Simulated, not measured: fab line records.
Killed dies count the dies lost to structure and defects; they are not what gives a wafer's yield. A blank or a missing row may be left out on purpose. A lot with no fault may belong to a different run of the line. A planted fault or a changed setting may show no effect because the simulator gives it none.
fab line records | flow rit_cmos
[record] lots = 14 wafers = 42 last_day = 7
route steps=202 shown M1@190
lots untouched by any fault: they come from a run of this same line in which no faults occurred
start_h: hours from the record's opening day to when the first of the lot's shown wafers began | wait_h: hours from the lot's prior step to this one | " as in the row above | L1.1+2: a row that stands for several wafers | - no value, or no start was given | * or withheld: withheld | < > ~ a bound
route shown NAME@n: names a module that has steps shown in the file, with the first one's number in the route | usual: mean and standard deviation over wafers with no fault | same: alike in all rows | chamber/n: place in a boat | sites: readings site by site | _std_site: the standard deviation of these | _edge_site: inner sites' mean taken away from outer sites' mean | radius_mm: how far each site lies from the wafer's centre | mask NAME#n: copy n | behind: the last tool/chamber to shape the wafer | hold: what put the lot on hold/how long, in hours/how the hold closed | device: transistor that didn't switch, given as n, p or np | end of line: tests of these same wafers at the route's end | a step given without rows: its recipe and nothing more | killed: count of dies lost to structure and defects at first sort (not the wafer's yield) | map: a wafer's dies, x killed, . not, _ none there
set.NAME: the run value of the setting; set.NAME@STEP: its run value at that earlier step | model.NAME: the simulator's own value behind a step, which no gauge read
route steps across a sampled set of lots; one table per step, one row per wafer
services: the hour from which a tool's chamber was out of use, counted from the record's first day as start_h (under 0 if before that day), plus the number of hours and why
[[steps]]
[step RIT_M1_EXPOSE_06]
[recipe] mask_id = M12 na = 0.6 source_shape = conventional sigma_outer = 0.5 target_cd_nm = 2600 dose_mj = 250
[usual] exposure_dose_mJ_cm2 = 249.98/0.21
[same] na = 0.6
// columns lot.wafer tool chamber start_h wait_h mask exposure_dose_mJ_cm2
L258.2 iline_stepper-01 0 57.66 0.2 M12#0 249.99
L258.4 " 0 " " M12#0 250.21
L258.6 " 0 " " M12#0 250.38
L259.2 iline_stepper-02 0 63.22 0.2 M12#0 250.31
L259.3 " 0 " " M12#0 249.92
L259.5 " 0 " " M12#0 250.00
L260.1 iline_stepper-01 0 65.15 0.2 M12#0 250.07
L260.3 " 0 " " M12#0 250.37
L260.4 " 0 " " M12#0 250.15
L261.2 iline_stepper-02 0 69.56 0.2 M12#0 249.97
L261.4 " 0 " " M12#0 250.02
L261.5 " 0 " " M12#0 250.29
L263.2 iline_stepper-01 0 83.24 0.1 M12#0 249.84
L263.3 " 0 " " M12#0 249.91
L263.5 " 0 " " M12#0 249.98
L267.2 iline_stepper-01 0 106.29 0.2 M12#0 249.75
L267.5 " 0 " " M12#0 250.06
L267.6 " 0 " " M12#0 250.37
L268.1 iline_stepper-02 0 111.11 0.2 M12#0 314.62
L268.3 " 0 " " M12#0 314.40
L268.5 " 0 " " M12#0 314.78
L272.4 iline_stepper-02 0 130.17 0.2 M12#0 301.78
L272.5 " 0 " " M12#0 301.86
L272.6 " 0 " " M12#0 301.66
L274.1 iline_stepper-01 0 136.67 0.1 M12#0 250.35
L274.3 " 0 " " M12#0 249.72
L274.6 " 0 " " M12#0 250.32
L275.1 iline_stepper-01 0 144.65 0.1 M12#0 249.96
L275.3 " 0 " " M12#0 249.90
L275.4 " 0 " " M12#0 249.98
L276.1 iline_stepper-01 0 146.12 0.1 M12#0 250.01
L276.4 " 0 " " M12#0 250.06
L276.5 " 0 " " M12#0 249.83
L277.2 iline_stepper-01 0 151.45 0.1 M12#0 249.99
L277.4 " 0 " " M12#0 250.23
L277.5 " 0 " " M12#0 249.71
L278.1 iline_stepper-01 0 157.84 0.1 M12#0 249.80
L278.5 " 0 " " M12#0 249.72
L278.6 " 0 " " M12#0 249.75
L281.1 iline_stepper-01 0 173.46 0.2 M12#0 250.22
L281.5 " 0 " " M12#0 249.86
L281.6 " 0 " " M12#0 249.84
[step RIT_M1_CD_MEAS_09]
[recipe] target_cd_nm = 2600
[usual] cd_nm = 2599.4/2.2
// columns lot.wafer tool chamber start_h wait_h cd_nm
L258.2 cd_sem-02 - 58.26 - 2599.0
L258.4 " - " " 2599.3
L258.6 " - " " 2598.0
L259.2 cd_sem-02 - 63.78 - 2599.8
L259.3 " - " " 2599.4
L259.5 " - " " 2598.1
L260.1 cd_sem-02 - 65.58 - 2603.8
L260.3 " - " " 2601.8
L260.4 " - " " 2603.9
L261.2 cd_sem-02 - 69.99 - 2596.6
L261.4 " - " " 2596.2
L261.5 " - " " 2597.1
L263.2 cd_sem-01 - 83.67 - 2599.4
L263.3 " - " " 2600.0
L263.5 " - " " 2597.5
L267.2 cd_sem-02 - 106.72 - 2599.5
L267.5 " - " " 2599.5
L267.6 " - " " 2598.8
L268.1 cd_sem-02 - 111.54 - 2534.8
L268.3 " - " " 2534.1
L268.5 " - " " 2533.6
L272.4 cd_sem-01 - 130.60 - 2545.7
L272.5 " - " " 2545.3
L272.6 " - " " 2547.8
L274.1 cd_sem-02 - 137.10 - 2597.7
L274.3 " - " " 2600.4
L274.6 " - " " 2599.9
L275.1 cd_sem-02 - 145.08 - 2598.1
L275.3 " - " " 2599.7
L275.4 " - " " 2595.0
L276.1 cd_sem-02 - 146.55 - 2601.7
L276.4 " - " " 2600.1
L276.5 " - " " 2602.4
L277.2 cd_sem-02 - 151.88 - 2600.3
L277.4 " - " " 2600.0
L277.5 " - " " 2600.1
L278.1 cd_sem-01 - 158.27 - 2598.1
L278.5 " - " " 2598.1
L278.6 " - " " 2597.4
L281.1 cd_sem-02 - 173.89 - 2593.0
L281.5 " - " " 2595.6
L281.6 " - " " 2594.3
[step RIT_M1_PROBE_99]
[usual] defect_limited_yield = 97.4/1.1 killed_at_contacts = 0.1/0.3 killed_at_front_end = 6.9/2.9 killed_dies = 7.0/2.9 killed_on_rim = 1.8/1.4 killed_open = 3.3/2 killed_short = 3.7/2 sort_bin_3_pad_short = 0.1/0.22 sort_bin_5_function = 1.5/0.81 sort_bin_6_memory = 1.0/0.64 sort_n_pass = 257.0/2.9 sort_yield_pct = 97.4/1.1
[same] gross_dies = 264 killed_at_M0_to_M3 = 0 killed_at_M4_up = 0 killed_at_back_side = 0 killed_at_other = 0
// columns lot.wafer tool chamber start_h wait_h defect_limited_yield[%] killed_at_contacts killed_at_front_end killed_dies killed_on_rim killed_open killed_short sort_bin_3_pad_short[%] sort_bin_5_function[%] sort_bin_6_memory[%] sort_n_pass sort_yield_pct[%]
L258.2 prober-01 - 60.95 0.1 94.7 1 13 14 4 4 10 0.8 3.8 0.8 250.0 94.7
L258.4 prober-01 - 61.05 0.2 96.6 0 9 9 1 8 1 0 1.9 1.5 255.0 96.6
L258.6 prober-01 - 61.15 0.2 99.2 0 2 2 1 1 1 0 0.4 0.4 262.0 99.2
L259.2 prober-02 - 66.84 0.1 96.2 0 10 10 3 8 2 0 2.3 1.5 254.0 96.2
L259.3 prober-02 - 66.89 0.2 98.1 0 5 5 2 4 1 0 1.9 0 259.0 98.1
L259.5 prober-02 - 66.99 0.2 98.5 0 4 4 1 1 3 0 0.8 0.8 260.0 98.5
L260.1 prober-01 - 68.29 0.1 97.0 0 8 8 2 6 2 0 1.9 1.1 256.0 97.0
L260.3 prober-01 - 68.39 0.2 96.2 0 10 10 2 5 5 0 2.3 1.5 254.0 96.2
L260.4 prober-01 - 68.44 0.2 98.1 0 5 5 1 0 5 0.4 1.1 0.4 259.0 98.1
L261.2 prober-02 - 72.69 0.1 97.7 0 6 6 1 2 4 0 1.5 0.8 258.0 97.7
L261.4 prober-02 - 72.79 0.2 96.6 0 9 9 2 2 7 0 1.9 1.5 255.0 96.6
L261.5 prober-02 - 72.84 0.2 98.1 0 5 5 1 2 3 0 1.1 0.8 259.0 98.1
L263.2 prober-02 - 86.36 0.1 97.3 1 6 7 4 3 4 0.8 1.9 0 257.0 97.3
L263.3 prober-02 - 86.41 0.2 99.2 0 2 2 0 0 2 0 0.4 0.4 262.0 99.2
L263.5 prober-02 - 86.51 0.2 97.0 0 8 8 2 2 6 0.4 0.8 1.9 256.0 97.0
L267.2 prober-02 - 109.42 0.1 98.1 0 5 5 3 3 2 0.4 0.8 0.8 259.0 98.1
L267.5 prober-02 - 109.57 0.2 96.2 0 10 10 3 2 8 0 3.0 0.8 254.0 96.2
L267.6 prober-02 - 109.62 0.2 96.2 0 10 10 4 3 7 0.4 3.0 0.4 254.0 96.2
L268.1 prober-02 - 114.52 0.1 98.1 1 4 5 1 4 1 0 1.1 0.8 259.0 98.1
L268.3 prober-02 - 114.62 0.2 97.0 0 8 8 1 6 2 0 1.9 1.1 256.0 97.0
L268.5 prober-02 - 114.72 0.2 96.2 0 10 10 2 5 5 0 2.7 1.1 254.0 96.2
L272.4 prober-02 - 133.36 0.2 96.6 0 9 9 3 6 3 0 1.9 1.5 255.0 96.6
L272.5 prober-02 - 133.41 0.2 97.0 0 8 8 0 5 3 0 3.0 0 256.0 97.0
L272.6 prober-02 - 133.46 0.2 97.0 0 8 8 1 4 4 0.4 1.9 0.8 256.0 97.0
L274.1 prober-02 - 139.78 0.1 98.5 0 4 4 0 2 2 0 1.1 0.4 260.0 98.5
L274.3 prober-02 - 139.88 0.2 98.1 0 5 5 0 0 5 0.4 1.1 0.4 259.0 98.1
L274.6 prober-02 - 140.03 0.2 98.9 0 3 3 1 1 2 0 0.8 0.4 261.0 98.9
L275.1 prober-01 - 147.83 0.1 97.0 0 8 8 3 5 3 0 2.3 0.8 256.0 97.0
L275.3 prober-01 - 147.93 0.2 97.7 0 6 6 3 4 2 0 0.8 1.5 258.0 97.7
L275.4 prober-01 - 147.98 0.2 97.0 0 8 8 2 5 3 0 1.9 1.1 256.0 97.0
L276.1 prober-02 - 149.33 0.1 98.9 0 3 3 0 2 1 0 0.8 0.4 261.0 98.9
L276.4 prober-02 - 149.48 0.2 96.2 0 10 10 5 6 4 0 2.7 1.1 254.0 96.2
L276.5 prober-02 - 149.53 0.2 96.6 0 9 9 1 5 4 0.4 0.4 2.7 255.0 96.6
L277.2 prober-01 - 154.59 0.1 99.2 0 2 2 1 1 1 0 0.4 0.4 262.0 99.2
L277.4 prober-01 - 154.69 0.2 96.6 0 9 9 3 2 7 0 1.1 2.3 255.0 96.6
L277.5 prober-01 - 154.74 0.2 97.3 0 7 7 2 4 3 0 1.5 1.1 257.0 97.3
L278.1 prober-01 - 160.93 0.1 98.5 0 4 4 2 0 4 0.4 1.1 0 260.0 98.5
L278.5 prober-01 - 161.13 0.2 98.1 0 5 5 1 2 3 0 1.1 0.8 259.0 98.1
L278.6 prober-01 - 161.18 0.2 96.6 0 9 9 2 5 4 0 3.0 0.4 255.0 96.6
L281.1 prober-02 - 176.55 0.1 95.8 0 11 11 2 6 5 0 1.1 3.0 253.0 95.8
L281.5 prober-02 - 176.75 0.2 96.2 0 10 10 2 5 5 0 1.5 2.3 254.0 96.2
L281.6 prober-02 - 176.80 0.2 97.0 0 8 8 2 5 3 0 1.9 1.1 256.0 97.0
// killed by level:class
L258.2 SILICIDE:geometric_particle:short=5 FOX2:geometric_particle:short=2 SPACER:geometric_particle:open=2 FOX2:geometric_particle:open=1 GATE:geometric_particle:short=1 SPACER:geometric_particle:short=1 SILICIDE:geometric_particle:open=1 CONTACT:geometric_particle:short=1
L258.4 SILICIDE:geometric_particle:open=5 GATE:geometric_particle:open=2 FOX2:geometric_particle:open=1 SILICIDE:geometric_particle:short=1
L258.6 FOX1:geometric_particle:open=1 FOX2:geometric_particle:short=1
L259.2 GATE:geometric_particle:open=4 FOX2:geometric_particle:open=1 REOX:geometric_particle:open=1 REOX:geometric_particle:short=1 SPACER:geometric_particle:open=1 SILICIDE:geometric_particle:short=1 SILICIDE:geometric_particle:open=1
L259.3 FOX1:geometric_particle:open=1 GATE:geometric_particle:open=1 REOX:geometric_particle:open=1 SPACER:geometric_particle:open=1 SILICIDE:geometric_particle:short=1
L259.5 SPACER:geometric_particle:short=2 GATE:geometric_particle:short=1 SPACER:geometric_particle:open=1
L260.1 GATE:geometric_particle:open=3 GATE:geometric_particle:short=2 FOX2:geometric_particle:open=1 SPACER:geometric_particle:open=1 SILICIDE:geometric_particle:open=1
L260.3 FOX1:geometric_particle:short=2 FOX1:geometric_particle:open=2 GATE:geometric_particle:open=2 FOX2:geometric_particle:short=1 SPACER:geometric_particle:short=1 SILICIDE:geometric_particle:open=1 SILICIDE:geometric_particle:short=1
L260.4 GATE:geometric_particle:short=3 FOX1:geometric_particle:short=1 FOX2:geometric_particle:short=1
L261.2 FOX2:geometric_particle:short=2 GATE:geometric_particle:short=2 GATE:geometric_particle:open=1 SPACER:geometric_particle:open=1
L261.4 GATE:geometric_particle:short=3 REOX:geometric_particle:open=2 REOX:geometric_particle:short=2 FOX2:geometric_particle:short=1 SPACER:geometric_particle:short=1
L261.5 REOX:geometric_particle:short=2 GATE:geometric_particle:open=1 SPACER:geometric_particle:short=1 SILICIDE:geometric_particle:open=1
L263.2 REOX:geometric_particle:short=2 FOX1:geometric_particle:open=1 GATE:geometric_particle:open=1 SPACER:geometric_particle:open=1 SILICIDE:geometric_particle:short=1 CONTACT:geometric_particle:short=1
L263.3 GATE:geometric_particle:short=1 REOX:geometric_particle:short=1
L263.5 GATE:geometric_particle:short=3 FOX1:geometric_particle:short=1 FOX2:geometric_particle:open=1 FOX2:geometric_particle:short=1 SPACER:geometric_particle:short=1 SPACER:geometric_particle:open=1
L267.2 GATE:geometric_particle:open=3 GATE:geometric_particle:short=2
L267.5 GATE:geometric_particle:short=4 FOX1:geometric_particle:short=2 FOX1:geometric_particle:open=1 REOX:geometric_particle:short=1 SPACER:geometric_particle:short=1 SPACER:geometric_particle:open=1
L267.6 REOX:geometric_particle:short=3 GATE:geometric_particle:short=2 SILICIDE:geometric_particle:short=2 GATE:geometric_particle:open=1 SPACER:geometric_particle:open=1 SILICIDE:geometric_particle:open=1
L268.1 GATE:geometric_particle:open=2 SILICIDE:geometric_particle:short=1 SILICIDE:geometric_particle:open=1 CONTACT:geometric_particle:open=1
L268.3 SPACER:geometric_particle:open=4 FOX1:geometric_particle:open=1 GATE:geometric_particle:short=1 GATE:geometric_particle:open=1 SPACER:geometric_particle:short=1
L268.5 GATE:geometric_particle:open=3 SPACER:geometric_particle:open=2 SPACER:geometric_particle:short=2 FOX1:geometric_particle:short=1 FOX2:geometric_particle:short=1 GATE:geometric_particle:short=1
L272.4 FOX2:geometric_particle:open=2 GATE:geometric_particle:short=2 SILICIDE:geometric_particle:open=2 REOX:geometric_particle:open=1 REOX:geometric_particle:short=1 SPACER:geometric_particle:open=1
L272.5 FOX1:geometric_particle:open=3 ACTIVE:geometric_particle:short=1 GATE:geometric_particle:short=1 REOX:geometric_particle:short=1 REOX:geometric_particle:open=1 SILICIDE:geometric_particle:open=1
L272.6 FOX2:geometric_particle:open=2 FOX1:geometric_particle:short=1 FOX1:geometric_particle:open=1 GATE:geometric_particle:short=1 REOX:geometric_particle:short=1 SPACER:geometric_particle:short=1 SILICIDE:geometric_particle:open=1
L274.1 FOX2:geometric_particle:short=1 FOX2:geometric_particle:open=1 GATE:geometric_particle:open=1 SILICIDE:geometric_particle:short=1
L274.3 GATE:geometric_particle:short=3 FOX1:geometric_particle:short=1 FOX2:geometric_particle:short=1
L274.6 SPACER:geometric_particle:short=2 GATE:geometric_particle:open=1
L275.1 GATE:geometric_particle:open=2 SPACER:geometric_particle:open=2 FOX2:geometric_particle:short=1 GATE:geometric_particle:short=1 REOX:geometric_particle:open=1 SILICIDE:geometric_particle:short=1
L275.3 FOX1:geometric_particle:open=1 FOX2:geometric_particle:short=1 FOX2:geometric_particle:open=1 GATE:geometric_particle:short=1 REOX:geometric_particle:open=1 SILICIDE:geometric_particle:open=1
L275.4 GATE:geometric_particle:open=2 SPACER:geometric_particle:short=2 FOX2:geometric_particle:open=1 FOX2:geometric_particle:short=1 REOX:geometric_particle:open=1 SILICIDE:geometric_particle:open=1
L276.1 SILICIDE:geometric_particle:open=2 GATE:geometric_particle:short=1
L276.4 FOX1:geometric_particle:short=2 GATE:geometric_particle:open=2 SPACER:geometric_particle:open=2 FOX1:geometric_particle:open=1 REOX:geometric_particle:short=1 SILICIDE:geometric_particle:open=1 SILICIDE:geometric_particle:short=1
L276.5 GATE:geometric_particle:short=3 SILICIDE:geometric_particle:open=3 GATE:geometric_particle:open=2 SILICIDE:geometric_particle:short=1
L277.2 GATE:geometric_particle:open=1 GATE:geometric_particle:short=1
L277.4 SILICIDE:geometric_particle:short=3 FOX2:geometric_particle:short=2 GATE:geometric_particle:short=2 GATE:geometric_particle:open=1 SPACER:geometric_particle:open=1
L277.5 GATE:geometric_particle:short=2 GATE:geometric_particle:open=2 FOX1:geometric_particle:short=1 REOX:geometric_particle:open=1 SILICIDE:geometric_particle:open=1
L278.1 GATE:geometric_particle:short=2 REOX:geometric_particle:short=2
L278.5 ACTIVE:geometric_particle:open=1 FOX1:geometric_particle:short=1 FOX2:geometric_particle:short=1 GATE:geometric_particle:open=1 SILICIDE:geometric_particle:short=1
L278.6 GATE:geometric_particle:open=2 SILICIDE:geometric_particle:short=2 FOX2:geometric_particle:open=1 GATE:geometric_particle:short=1 REOX:geometric_particle:open=1 REOX:geometric_particle:short=1 SPACER:geometric_particle:open=1
L281.1 FOX1:geometric_particle:open=2 FOX1:geometric_particle:short=2 FOX2:geometric_particle:open=2 REOX:geometric_particle:short=2 REOX:geometric_particle:open=2 GATE:geometric_particle:short=1
L281.5 GATE:geometric_particle:open=4 FOX1:geometric_particle:short=1 GATE:geometric_particle:short=1 REOX:geometric_particle:short=1 SPACER:geometric_particle:short=1 SPACER:geometric_particle:open=1 SILICIDE:geometric_particle:short=1
L281.6 FOX1:geometric_particle:short=2 GATE:geometric_particle:open=2 FOX1:geometric_particle:open=1 REOX:geometric_particle:open=1 REOX:geometric_particle:short=1 SPACER:geometric_particle:open=1
[[services]]
// columns tool chamber start_h hours kind
iline_stepper-01 - 43.38 12.1 repair
iline_stepper-01 - 114.52 2.6 repair
iline_stepper-01 - 126.48 1.7 pm
iline_stepper-01 - 163.48 4.1 repair
[[key]]
[first_sign] step = RIT_M1_EXPOSE_06 reading = exposure_dose_mJ_cm2 direction = up sigmas = 99+ usual = 249.98 struck = 308.18
[effect] step = RIT_M1_CD_MEAS_09 reading = cd_nm direction = down sigmas = 27 usual = 2599.4 struck = 2540.2 through = control_loop
met_at RIT_M1_EXPOSE_06
struck_lots L268,L272
[loop_trim] step = RIT_M1_EXPOSE_06 setting = dose lots = L272
onset_between 69.56 111.11
[fault] kind = process_parameter_drift tool = iline_stepper-02 chamber = - onset_h = 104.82 steps = RIT_M1_EXPOSE_06 channel = dose_mj offset = 64.678 shape = step acts_in = these_recipes_only stated = 250
// loop_trim: a control loop set the setting to another value than it would have without faults
